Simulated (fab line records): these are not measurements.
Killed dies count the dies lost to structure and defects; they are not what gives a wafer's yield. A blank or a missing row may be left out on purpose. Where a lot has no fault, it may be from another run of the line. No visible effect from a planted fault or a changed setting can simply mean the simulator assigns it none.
Which tool did it? + flow rit_cmos + 7 lots, 21 wafers sampled, at 2 steps of a route of 202

== WHAT THE GAUGES SHOWED, per wafer ==
RIT_ACTIVE_THK_MEAS_04.
| lot  | measured    | on            | ACTIVE_NITRIDE_THK (nm) |
|------|-------------|---------------|-------------------------|
| L449 | day 1 23:33 | film_metro-04 | 148.7 151.1 150.8       |
| L451 | day 2 11:34 | film_metro-01 | 151.6 150.4 152.3       |
| L453 | day 2 19:33 | film_metro-04 | 149.7 148.4 149.0       |
| L457 | day 3 15:37 | film_metro-04 | 185.0 184.3 184.8       |
| L463 | day 4 23:09 | film_metro-01 | 149.3 150.0 150.0       |
| L468 | day 5 22:32 | film_metro-01 | 150.6 149.8 149.1       |
| L470 | day 6 09:26 | film_metro-02 | 149.2 148.6 149.6       |

== EACH LOT AND THE TOOL THAT RAN IT (in order: tool; ch and the chambers of the sampled wafers; start) ==
| lot  | RIT_ACTIVE_CVD_03          |
|------|----------------------------|
| L449 | lpcvd-01 ch 1, day 1 22:07 |
| L451 | lpcvd-01 ch 0, day 2 09:27 |
| L453 | lpcvd-02 ch 1, day 2 18:07 |
| L457 | lpcvd-02 ch 0, day 3 14:12 |
| L463 | lpcvd-01 ch 0, day 4 21:44 |
| L468 | lpcvd-01 ch 1, day 5 21:07 |
| L470 | lpcvd-01 ch 0, day 6 07:18 |
- RIT_ACTIVE_CVD_03: deposits Si3N4 from SiH2Cl2/NH3, target thk 150 nm, time 1500 s.

== THE ANSWER, worked out from the rows above alone ==
Rule: what is usual is taken from the lots themselves. Put in order of their means at a reading, lots are off if they are a third of the lots or fewer, leave a main group of 4 or more, and stand apart from it by a gap of 3 or more times the standard deviation of the main group's means; of several such gaps the widest counts. A main group is skipped when, at the precision printed for the reading in the tables above, its means are all equal. A lot without any number at a reading at which 4 lots or more have one is off too. Any other lot the step has rows for is counted as sound.
Off: L457, seen at RIT_ACTIVE_THK_MEAS_04 (ACTIVE_NITRIDE_THK). For the main group the mean is 149.9 nm and the standard deviation 0.8.
A tool fits if, at a process step before that reading, it ran every lot that is off, and no sound lot after the first of them. Gauges at RIT_ACTIVE_THK_MEAS_04: tried the same way as those tools. Undecided on this evidence; 2 tools fit (lpcvd-02 at RIT_ACTIVE_CVD_03, film_metro-04 at RIT_ACTIVE_THK_MEAS_04).

== WHAT WAS PUT IN BY THE SIMULATOR ==
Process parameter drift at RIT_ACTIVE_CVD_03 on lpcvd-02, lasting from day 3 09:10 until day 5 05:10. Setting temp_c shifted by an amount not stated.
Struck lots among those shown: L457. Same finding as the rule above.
